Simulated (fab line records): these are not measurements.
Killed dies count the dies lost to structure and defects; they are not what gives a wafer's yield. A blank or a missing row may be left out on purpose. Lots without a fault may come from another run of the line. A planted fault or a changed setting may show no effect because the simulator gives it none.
Struck lot and sound lot, side by side + flow rit_cmos + 39 out of 202 route steps
Sound: these wafers, L965.1, L965.2, L965.3. Struck: wafers L973.1, L973.4, L973.5. The cause is given at the end.
Order at every step that has rows: each side's tool, ch and its chambers, its first start. Under that, the readings that differ: sound wafers + struck wafers + difference of the means + sigmas: that difference in standard deviations of wafers without a fault.
alike: readings whose means differ by less than 2 such deviations, and words and numbers that are the same on both sides. not compared: withheld readings, readings that some wafer has no value for, bounds like >300 that may hide the same value, and numbers for which the record gives no deviation and whose values overlap.
The two part at a step that has a row with sigmas, a row that says differs or no value, or rows on one side only. Numbers that don't overlap but have no deviation are shown without sigmas and don't part them. A reading missing from all wafers of one side parts the sides only when that side holds two or more wafers.

first, 3 steps without rows for these wafers: RIT_GATE_EXPOSE_13 (exposes mask M6, target cd 150 nm); RIT_GATE_PEB_14; RIT_GATE_DEVELOP_15 (develop time 50 s).
RIT_GATE_CD_MEAS_16: the cd target is 150 nm.
  sound on cd_sem-02, day 3 08:52; struck on cd_sem-02, day 5 01:07
  alike: cd_nm
RIT_GATE_OVL_MEAS_17:
  sound on overlay-01, day 3 08:59; struck on overlay-02, day 5 01:14
  alike: GATE_OVL
then, 1 step without rows for these wafers: RIT_GATE_HARDBAKE_18 (time 60 s).
RIT_GATE_ETCH_19: etches poly-Si in SF6/CHF3/O2, stops on SiO2, time 165 s, target depth 312.5 nm.
  sound on rie_si-01 ch 1,2,3, day 3 09:13; struck on rie_si-01 ch 1,2, day 5 01:25
  alike: chamber_pressure_mTorr, drypump_motor_current_A, oes_product_au, throttle_valve_pct
  not compared: rf_hours_counter_h
RIT_GATE_STRIP_20: strips in O2, time 180 s.
  sound on plasma_asher-01 ch 0,1, day 3 09:19; struck on plasma_asher-04 ch 0,1, day 5 01:32
  alike: chamber_pressure_mTorr, drypump_motor_current_A
  not compared: rf_hours_counter_h
RIT_GATE_CD_MEAS_90: the cd target is 150 nm.
  sound on cd_sem-02, day 3 09:29; struck on cd_sem-02, day 5 01:42
  alike: cd_nm
then, 3 steps without rows for these wafers: RIT_REOX_CLEAN_00 (cleans in SC1, time 600 s); RIT_REOX_CLEAN_01 (cleans in dHF, time 30 s); RIT_REOX_CLEAN_02 (cleans in SC2, time 600 s).
RIT_REOX_OXIDATION_03: target thk 25.2 nm, ox time 5580 s.
  sound on furnace-01 ch 0, day 3 09:59; struck on furnace-03 ch 0, day 5 05:12
| reading             | sound       | struck      | difference | sigmas |
|---------------------|-------------|-------------|------------|--------|
| spike_tc_load_C (C) | 924 925 925 | 915 918 916 | -8         | -3     |
  alike: ox_temp_c_max, spike_tc_centre_C
RIT_REOX_THK_MEAS_04:
  sound on film_metro-04, day 3 12:32; struck on film_metro-04, day 5 07:45
| reading             | sound          | struck         | difference | sigmas |
|---------------------|----------------|----------------|------------|--------|
| REOX_OXIDE_THK (nm) | 25.1 25.1 24.9 | 40.3 39.9 40.0 | +15.0      | +27    |
then, 6 steps without rows for these wafers: RIT_NLDD_HMDS_00 (prime time 60 s); RIT_NLDD_COAT_01 (resist thk 1000 nm); RIT_NLDD_SOFTBAKE_02 (time 60 s); RIT_NLDD_EXPOSE_03 (exposes mask M7, target cd 40700 nm); RIT_NLDD_PEB_04; RIT_NLDD_DEVELOP_05 (develop time 50 s).
RIT_NLDD_OVL_MEAS_06:
  sound on overlay-02, day 3 13:26; struck on overlay-01, day 5 09:02
  alike: NLDD_OVL
then, 2 steps without rows for these wafers: RIT_NLDD_HARDBAKE_07 (time 60 s); RIT_NLDD_IMPLANT_08.
RIT_NLDD_STRIP_09: strips in O2, time 180 s.
  sound on plasma_asher-02 ch 0,1, day 3 13:47; struck on plasma_asher-01 ch 0,1, day 5 09:44
| reading                     | sound       | struck      | difference | sigmas |
|-----------------------------|-------------|-------------|------------|--------|
| drypump_motor_current_A (A) | 6.0 6.2 6.2 | 5.5 5.0 5.0 | -1.0       | -2     |
  alike: chamber_pressure_mTorr
  not compared: rf_hours_counter_h
RIT_NLDD_TW_MEAS_10:
  sound on film_metro-02, day 3 13:57; struck on film_metro-03, day 5 09:54
  alike: NLDD_TW
then, 6 steps without rows for these wafers: RIT_PLDD_HMDS_00 (prime time 60 s); RIT_PLDD_COAT_01 (resist thk 1000 nm); RIT_PLDD_SOFTBAKE_02 (time 60 s); RIT_PLDD_EXPOSE_03 (exposes mask M8, target cd 40900 nm); RIT_PLDD_PEB_04; RIT_PLDD_DEVELOP_05 (develop time 50 s).
RIT_PLDD_OVL_MEAS_06:
  sound on overlay-02, day 3 14:59; struck on overlay-02, day 5 10:57
  alike: PLDD_OVL
then, 2 steps without rows for these wafers: RIT_PLDD_HARDBAKE_07 (time 60 s); RIT_PLDD_IMPLANT_08.
RIT_PLDD_STRIP_09: strips in O2, time 180 s.
  sound on plasma_asher-02 ch 0,1, day 3 15:19; struck on plasma_asher-03 ch 0,1, day 5 11:17
  alike: chamber_pressure_mTorr, drypump_motor_current_A
  not compared: rf_hours_counter_h
RIT_PLDD_TW_MEAS_10:
  sound on film_metro-01, day 3 15:30; struck on film_metro-02, day 5 11:28
| reading | sound          | struck         | difference | sigmas |
|---------|----------------|----------------|------------|--------|
| PLDD_TW | 2344 2338 2326 | 2358 2374 2374 | +33        | +2     |
RIT_SPACER_CLEAN_00: cleans in SC1, time 600 s.
  sound on wet_bench-01 ch 3, day 3 15:34; struck on wet_bench-02 ch 2, day 5 11:32
| reading                                     | sound             | struck            | difference | sigmas |
|---------------------------------------------|-------------------|-------------------|------------|--------|
| model.SiO2_of_REOX_OXIDATION_03.thk_nm (nm) | 23.15 23.12 22.96 | 37.23 36.73 36.95 | +13.89     |        |
then, 1 step without rows for these wafers: RIT_SPACER_CLEAN_01 (cleans in dHF, time 30 s).
RIT_M1_PROBE_99:
  sound on prober-02, day 4 05:08; struck on prober-02, day 6 03:22
  alike: killed_at_contacts, killed_at_front_end, killed_dies, killed_open, killed_short

WHERE THEY PART
Earliest at RIT_REOX_OXIDATION_03; latest, in this record, at RIT_PLDD_TW_MEAS_10. Later steps at which nothing parts them and some readings are alike: RIT_M1_PROBE_99.

WHY: what had been put in by the simulator
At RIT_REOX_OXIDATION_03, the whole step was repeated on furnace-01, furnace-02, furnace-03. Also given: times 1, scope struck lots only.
